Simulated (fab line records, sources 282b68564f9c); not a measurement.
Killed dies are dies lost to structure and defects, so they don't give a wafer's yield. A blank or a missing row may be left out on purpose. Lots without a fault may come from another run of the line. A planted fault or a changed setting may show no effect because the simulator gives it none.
One fault seen from 2 desks | flow rit_cmos | each desk has only its own numbers; what lay behind them comes last

THE METROLOGY DESK
What the gauges read, lot by lot, whatever tool the lot ran on: means of the sampled wafers that have a number. A lot is out of limits, marked OUT, if its mean lies more than 4 standard deviations from the usual mean; the brackets give that distance.
Columns: A = CONTACT_TEOS_THK at RIT_CONTACT_THK_MEAS_01, usual 403 nm; B = cd_nm at RIT_CONTACT_CD_MEAS_08, usual 999.2 nm; C = CONTACT_OVL at RIT_CONTACT_OVL_MEAS_09, usual 0.6 nm
lot  | first seen here | A   | B      | C
L691 | day 3 01:43     | 398 | 1000.7 | 2.0
L696 | day 4 04:35     | 399 | 998.0  | 1.6
L697 | day 4 07:31     | 401 | 998.0  | 0.5
L699 | day 4 19:18     | 409 | 998.3  | -1.0
L711 | day 7 11:43     | 411 | 999.2  | -0.6
L713 | day 8 04:20     | 405 | 998.1  | 1.5
This desk's finding: nothing out of limits on any of the 6 lots.

THE TOOL OWNER'S DESK: rie_diel-03
The tool's own readings at RIT_CONTACT_ETCH_11 (etches SiO2 in CHF3/CF4/Ar, stops on TiSi2, target depth 480 nm, time 320 s): means of the sampled wafers that have a number, for each lot that ran on this tool. A lot is out of limits, marked OUT, if its mean lies more than 4 standard deviations from the usual mean; the brackets give that distance.
Columns: A = O2_flow_sccm at RIT_CONTACT_ETCH_11, usual 5.000 sccm; B = drypump_motor_current_A at RIT_CONTACT_ETCH_11, usual 5.6 A; C = oes_product_au at RIT_CONTACT_ETCH_11, usual 1.000 a.u.; D = rf_fwd_power_W at RIT_CONTACT_ETCH_11, usual 206.2 W; E = throttle_valve_pct at RIT_CONTACT_ETCH_11, usual 8.85 %
lot  | first seen here | A     | B   | C     | D     | E
L699 | day 4 20:37     | 5.015 | 5.8 | 1.006 | 205.9 | 8.93
L711 | day 7 13:02     | 4.990 | 5.8 | 1.003 | 206.2 | 8.93
L713 | day 8 06:06     | 5.001 | 5.9 | 1.001 | 205.4 | 8.81
This desk's finding: nothing out of limits on any of the 3 lots.

PUT TOGETHER
The metrology desk saw nothing out of limits.
The tool owner's desk saw nothing out of limits.

WHAT THE SIMULATOR HAD PUT IN
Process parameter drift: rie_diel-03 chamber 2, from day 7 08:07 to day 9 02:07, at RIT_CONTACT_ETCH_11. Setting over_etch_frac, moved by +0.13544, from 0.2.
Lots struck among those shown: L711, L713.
